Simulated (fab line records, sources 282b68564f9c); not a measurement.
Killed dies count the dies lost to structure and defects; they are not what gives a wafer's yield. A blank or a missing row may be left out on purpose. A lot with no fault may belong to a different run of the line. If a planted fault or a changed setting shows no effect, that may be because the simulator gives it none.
Comparing a struck lot with a sound one / flow rit_cmos / 28 steps out of a route of 202
Sound: wafers L492.3, L492.4, L492.6. The struck wafers were L500.3, L500.4, L500.5. The cause is named last.
Per side, at each step with rows, come the tool, then ch with its chambers, and then its first start. Under that, the readings that differ: sound wafers / struck wafers / difference of the means / sigmas: that difference in standard deviations of wafers without a fault.
alike: same words and numbers on both sides, and readings whose means sit less than 2 such deviations apart. not compared: any withheld reading, any reading some wafer has no value for, any bound like >300 that may hide the same value, and any number with overlapping values for which the record gives no deviation.
Wherever a step has rows on one side only, a row that says differs or no value, or a row with sigmas, the two part there. Numbers that have no deviation but don't overlap get no sigmas and don't part them. A reading missing from all wafers of one side parts the sides only when that side holds two or more wafers.

RIT_ACTIVE_BOW_MEAS_00:
  sound on film_metro-01 at day 3 17:02; struck on film_metro-02 at day 5 09:02
  alike: INCOMING_BOW
RIT_ACTIVE_OXIDATION_01: target thk 46.8 nm, ox time 3360 s.
  sound on furnace-03 ch 0, day 3 17:07; struck on furnace-03 ch 0, day 5 09:11
reading=spike_tc_centre_C (C); sound=1000.9 1002.1 1002.8; struck=1026.3 1026.5 1025.9; difference=+24.3; sigmas=+20
reading=spike_tc_load_C (C); sound=1027.1 1026.8 1027.5; struck=1050.9 1051.9 1050.1; difference=+23.8; sigmas=+16
reading=spike_tc_source_C (C); sound=1029 1029 1026; struck=1051 1050 1051; difference=+23; sigmas=+5
reading=tube_center_temp_C (C); sound=999.94 999.89 1000.1; struck=1022.6 1022.6 1022.7; difference=+22.7; sigmas=+99 or more
reading=tube_center_temp_C_max; sound=1002.6 1002.7 1002.2; struck=1025.3 1024.6 1025.8; difference=+22.7; sigmas=+54
reading=model.SiO2_of_ACTIVE_OXIDATION_01.thk_nm (nm); sound=46.14 47.54 46.71; struck=58.41 59.22 58.65; difference=+11.96; sigmas=
RIT_ACTIVE_THK_MEAS_02:
  sound on film_metro-02 at day 3 19:04; struck on film_metro-01 at day 5 11:08
reading=ACTIVE_OXIDE_THK (nm); sound=46.2 47.5 46.6; struck=58.4 59.2 58.7; difference=+12.0; sigmas=+17
then, 1 step without rows for these wafers: RIT_ACTIVE_CVD_03 (deposits Si3N4 from SiH2Cl2/NH3, target thk 150 nm, time 1500 s).
RIT_ACTIVE_THK_MEAS_04:
  sound on film_metro-03 at day 3 20:33; struck on film_metro-03 at day 5 12:37
  alike: ACTIVE_NITRIDE_THK
then, 6 steps without rows for these wafers: RIT_ACTIVE_HMDS_05 (prime time 60 s); RIT_ACTIVE_COAT_06 (resist thk 980.1 nm); RIT_ACTIVE_SOFTBAKE_07 (time 60 s); RIT_ACTIVE_EXPOSE_08 (exposes mask M1, target cd 1400 nm); RIT_ACTIVE_PEB_09; RIT_ACTIVE_DEVELOP_10 (develop time 50 s).
RIT_ACTIVE_CD_MEAS_11: the cd target is 1400 nm.
  sound on cd_sem-01 at day 3 21:29; struck on cd_sem-02 at day 5 13:32
  alike: cd_nm
then, 1 step without rows for these wafers: RIT_ACTIVE_HARDBAKE_12 (time 60 s).
RIT_ACTIVE_ETCH_13: etches Si3N4 in SF6, stops on SiO2, time 210 s, target depth 210 nm.
  sound on rie_diel-02 ch 0,1, day 3 21:43; struck on rie_diel-01 ch 1,3, day 5 13:46
  alike: SF6_flow_sccm, drypump_motor_current_A, oes_product_au, throttle_valve_pct
  not compared: rf_hours_counter_h
RIT_ACTIVE_STRIP_14: strips in O2, time 180 s.
  sound on plasma_asher-02 ch 0,1, day 3 21:54; struck on plasma_asher-02 ch 0,1, day 5 13:58
  alike: drypump_motor_current_A
  not compared: rf_hours_counter_h
RIT_ACTIVE_CD_MEAS_90: the cd target is 1400 nm.
  sound on cd_sem-02 at day 3 22:04; struck on cd_sem-02 at day 5 14:07
  alike: cd_nm
then, 4 steps without rows for these wafers: RIT_ACTIVE_CLEAN_15 (cleans in SC1, time 600 s); RIT_ACTIVE_CLEAN_16 (cleans in dHF, time 30 s); RIT_ACTIVE_CLEAN_17 (cleans in SC2, time 600 s); RIT_FOX1_OXIDATION_00 (target thk 350.7 nm, ox time 1130 s).
RIT_FOX1_THK_MEAS_01:
  sound on film_metro-01 at day 3 23:50; struck on film_metro-03 at day 5 18:14
reading=FOX1_OXIDE_THK (nm); sound=366 359 360; struck=347 351 348; difference=-13; sigmas=-2
then, 2 steps without rows for these wafers: RIT_FOX1_WET_ETCH_02 (etches SiO2 in BOE, target depth 350 nm, time 390 s); RIT_FOX2_OXIDATION_00 (target thk 350.7 nm, ox time 1130 s).
RIT_FOX2_THK_MEAS_01:
  sound on film_metro-01 at day 4 01:23; struck on film_metro-02 at day 5 19:51
  alike: FOX2_OXIDE_THK
then, 1 step without rows for these wafers: RIT_FOX2_CLEAN_02 (cleans in dHF, time 180 s).
RIT_FOX2_WET_ETCH_03: etches Si3N4 in H3PO4, target depth 195 nm, time 2700 s.
  sound on wet_bench-01 ch 1, day 4 01:29; struck on wet_bench-03 ch 2, day 5 20:00
reading=model.SiO2_of_ACTIVE_OXIDATION_01.thk_nm (nm); sound=41.06 42.28 41.56; struck=51.84 52.61 52.09; difference=+10.55; sigmas=
RIT_FOX2_THK_MEAS_90:
  sound on film_metro-02 at day 4 02:16; struck on film_metro-04 at day 5 20:47
  alike: FIELD_OXIDE_LEFT_1_THK
RIT_M1_PROBE_99:
  sound on prober-01 at day 5 17:07; struck on prober-01 at day 7 13:43
reading=model.etest.nldd.width_nm (nm); sound=3157 3136 3154; struck=3054 3012 3035; difference=-115; sigmas=
reading=model.etest.pldd.width_nm (nm); sound=3165 3155 3156; struck=3048 3006 3022; difference=-133; sigmas=
reading=model.etest.nplus_sal.width_nm (nm); sound=3410 3428 3427; struck=3372 3358 3402; difference=-44; sigmas=
reading=model.etest.pplus_sal.width_nm (nm); sound=3418 3422 3434; struck=3386 3352 3385; difference=-50; sigmas=
reading=model.etest.nmos_0p3.r_on_ohm_um; sound=2174 2194 2196; struck=2199 2201 2241; difference=+26; sigmas=
reading=model.etest.nmos_narrow.drive_ua_um; sound=219.1 220 220; struck=200.4 196.5 193.2; difference=-23.0; sigmas=
reading=model.etest.pmos_narrow.drive_ua_um; sound=97.76 98.77 98.69; struck=89.2 89.78 88.25; difference=-9.3; sigmas=
  alike: killed_at_M0_to_M3, killed_at_front_end, killed_dies, killed_open, killed_short
  not compared: model.etest.well_edge_left.line_ohm_um

WHERE THEY PART
Last at RIT_FOX1_THK_MEAS_01 as far as this record goes, first at RIT_ACTIVE_OXIDATION_01. Later steps at which nothing parts them and some readings are alike: RIT_FOX2_THK_MEAS_01, RIT_FOX2_THK_MEAS_90, RIT_M1_PROBE_99.

WHY: what the simulator had put in
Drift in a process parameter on furnace-03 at RIT_ACTIVE_OXIDATION_01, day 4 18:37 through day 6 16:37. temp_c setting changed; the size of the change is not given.
